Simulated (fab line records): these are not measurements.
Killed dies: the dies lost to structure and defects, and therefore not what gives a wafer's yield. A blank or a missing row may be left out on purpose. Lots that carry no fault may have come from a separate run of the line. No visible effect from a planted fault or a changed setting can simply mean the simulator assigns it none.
fab line records -- flow ritCmos
[record] lots = 15, wafers = 45, lastDay = 6
route steps=202 shown ACTIVE@11 M1@202
lots untouched by any fault: they come from a run of this same line in which no faults occurred
startH: hours from the record's opening day to when the first of the lot's shown wafers began -- waitH: how many hours have passed since the lot's step before this one -- " unchanged from the row above -- L1.1+2: a row that stands for several wafers -- - no value present, or no start provided -- * or withheld: withheld -- < > ~ a bound
route shown NAME@n: a module of which the file shows steps, and the number in the route of the first -- usual: mean/standard deviation taken from wafers without a fault -- same: alike in all rows -- chamber/n: place in a boat -- sites: per-site readings -- _std_site: standard deviation across them -- _edge_site: mean of outer sites minus mean of inner sites -- radiusMm: how far each site lies from the wafer's centre -- mask NAME#n: copy n -- behind: the last tool/chamber to shape the wafer -- hold: cause of the lot's hold/its duration in hours/its outcome -- device: transistor that didn't switch, given as n, p or np -- end of line: tests run on the same wafers once the route is complete -- a step with no rows: only its recipe -- killed: dies lost to structure and defects at the first sort, not the wafer's yield -- map: per-die view of a wafer (x killed, . not killed, _ where there is no die)
set.NAME: the setting as run; set.NAME@STEP: as run at that earlier step -- model.NAME: the simulator's own value behind a step, which no gauge read
route steps across a sampled set of lots; one table per step, one row per wafer
[[steps]]
[step RIT_ACTIVE_DEVELOP_10]
[recipe] resist = NOVOLAK, developTimeS = 50, devTempC = 23
[usual] developerTempC = 23.01/0.11
lot.wafer,tool,chamber,startH,waitH,developerTempC
L496.2,lithoTrack-01,0,24,-,23.06
L496.3,lithoTrack-01,0,24,-,23.09
L496.5,lithoTrack-01,0,24,-,22.99
L497.2,lithoTrack-02,0,29,-,23.12
L497.3,lithoTrack-02,0,29,-,22.86
L497.5,lithoTrack-02,0,29,-,22.91
L498.1,lithoTrack-01,0,34,-,23.08
L498.2,lithoTrack-01,0,34,-,22.94
L498.5,lithoTrack-01,0,34,-,22.94
L499.1,lithoTrack-01,0,40,-,23.18
L499.5,lithoTrack-01,0,40,-,23.12
L499.6,lithoTrack-01,0,40,-,23.12
L500.2,lithoTrack-02,0,44,-,22.84
L500.5,lithoTrack-02,0,44,-,22.92
L500.6,lithoTrack-02,0,44,-,22.94
L501.4,lithoTrack-02,0,49,-,23.13
L501.5,lithoTrack-02,0,49,-,23.17
L501.6,lithoTrack-02,0,49,-,23.26
L503.1,lithoTrack-02,0,59,-,23.10
L503.2,lithoTrack-02,0,59,-,23.04
L503.4,lithoTrack-02,0,59,-,22.97
L505.1,lithoTrack-02,0,69,-,22.99
L505.2,lithoTrack-02,0,69,-,23.10
L505.6,lithoTrack-02,0,69,-,23.22
L506.1,lithoTrack-03,0,74,-,22.92
L506.2,lithoTrack-03,0,74,-,23.00
L506.5,lithoTrack-03,0,74,-,22.93
L507.2,lithoTrack-02,0,79,-,22.94
L507.3,lithoTrack-02,0,79,-,23.02
L507.5,lithoTrack-02,0,79,-,22.85
L509.2,lithoTrack-02,0,89,-,20.65
L509.3,lithoTrack-02,0,89,-,20.57
L509.5,lithoTrack-02,0,89,-,20.59
L510.3,lithoTrack-02,0,94,-,20.58
L510.5,lithoTrack-02,0,94,-,20.46
L510.6,lithoTrack-02,0,94,-,20.59
L511.1,lithoTrack-02,0,99,-,20.70
L511.2,lithoTrack-02,0,99,-,20.68
L511.4,lithoTrack-02,0,99,-,20.70
L512.2,lithoTrack-01,0,105,-,23.12
L512.4,lithoTrack-01,0,105,-,23.14
L512.6,lithoTrack-01,0,105,-,23.06
L513.1,lithoTrack-03,0,109,-,23.00
L513.3,lithoTrack-03,0,109,-,23.07
L513.5,lithoTrack-03,0,109,-,23.05
[step RIT_M1_PROBE_99]
[usual] killed_at_M0_to_M3 = 0.0/0.12, killedAtContacts = 0.1/0.23, killedAtFrontEnd = 7/3.1, killedDies = 7/3.1, killedOpen = 3.4/2.1, killedShort = 3.5/2
[same] grossDies = 264, killed_at_M4_up = 0, killedAtBackSide = 0, killedAtOther = 0
lot.wafer,tool,chamber,startH,waitH,killed_at_M0_to_M3,killedAtContacts,killedAtFrontEnd,killedDies,killedOpen,killedShort
L505.1,prober-01,-,112.93,0.1,0,0,12,12,4,8
L505.2,prober-01,-,112.98,0.1,0,0,9,9,6,3
L505.6,prober-01,-,113.18,0.2,0,0,7,7,2,5
L507.2,prober-02,-,123.63,0.1,0,0,2,2,2,0
L507.3,prober-02,-,123.68,0.2,0,0,8,8,3,5
L507.5,prober-02,-,123.78,0.2,0,0,7,7,3,4
L512.2,prober-01,-,147.08,0.1,0,0,10,10,6,4
L512.4,prober-01,-,147.18,0.2,0,0,5,5,3,2
L512.6,prober-01,-,147.28,0.2,0,0,4,4,2,2
// killed by level:class
L505.1 GATE:geometricParticle:short=3 FOX1:geometricParticle:open=2 GATE:geometricParticle:open=2 REOX:geometricParticle:short=2 SPACER:geometricParticle:short=2 SILICIDE:geometricParticle:short=1
L505.2 GATE:geometricParticle:open=2 FOX1:geometricParticle:open=1 FOX2:geometricParticle:short=1 FOX2:geometricParticle:open=1 REOX:geometricParticle:open=1 REOX:geometricParticle:short=1 SPACER:geometricParticle:open=1 SPACER:geometricParticle:short=1
L505.6 GATE:geometricParticle:short=2 REOX:geometricParticle:short=2 FOX1:geometricParticle:open=1 REOX:geometricParticle:open=1 SILICIDE:geometricParticle:short=1
L507.2 REOX:geometricParticle:open=1 SILICIDE:geometricParticle:open=1
L507.3 GATE:geometricParticle:open=2 GATE:geometricParticle:short=2 FOX2:geometricParticle:short=1 REOX:geometricParticle:open=1 REOX:geometricParticle:short=1 SPACER:geometricParticle:short=1
L507.5 GATE:geometricParticle:short=4 GATE:geometricParticle:open=3
L512.2 FOX1:geometricParticle:short=2 REOX:geometricParticle:open=2 SILICIDE:geometricParticle:open=2 FOX1:geometricParticle:open=1 FOX2:geometricParticle:short=1 GATE:geometricParticle:open=1 REOX:geometricParticle:short=1
L512.4 GATE:geometricParticle:open=2 FOX1:geometricParticle:short=1 GATE:geometricParticle:short=1 SPACER:geometricParticle:open=1
L512.6 GATE:geometricParticle:short=2 GATE:geometricParticle:open=1 SPACER:geometricParticle:open=1
[[key]]
[firstSign] step = RIT_ACTIVE_DEVELOP_10, reading = developerTempC, direction = down, sigmas = 23, usual = *, struck = *
effect none on later readings
metAt RIT_ACTIVE_DEVELOP_10
struckLots L509,L510,L511
testerLeftOut L509,L510,L511
[loopTrim] step = RIT_ACTIVE_EXPOSE_08, setting = dose, lots = L510
onsetBetween 79 89
[fault] kind = processParameterDrift, tool = lithoTrack-02, chamber = -, onsetH = 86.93, steps = RIT_ACTIVE_DEVELOP_10, channel = devTempC, offset = *, shape = step, endH = 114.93, actsIn = *, stated = *
// testerLeftOut: of these lots the tester's yield and bins aren't shown, on N5 and GAA mostly nor the transistor test; their killed dies are dies lost to structure and defects alone, not to doping, threshold or leakage, so they don't give the yield
// loopTrim: a control loop set the setting to another value than it would have without faults
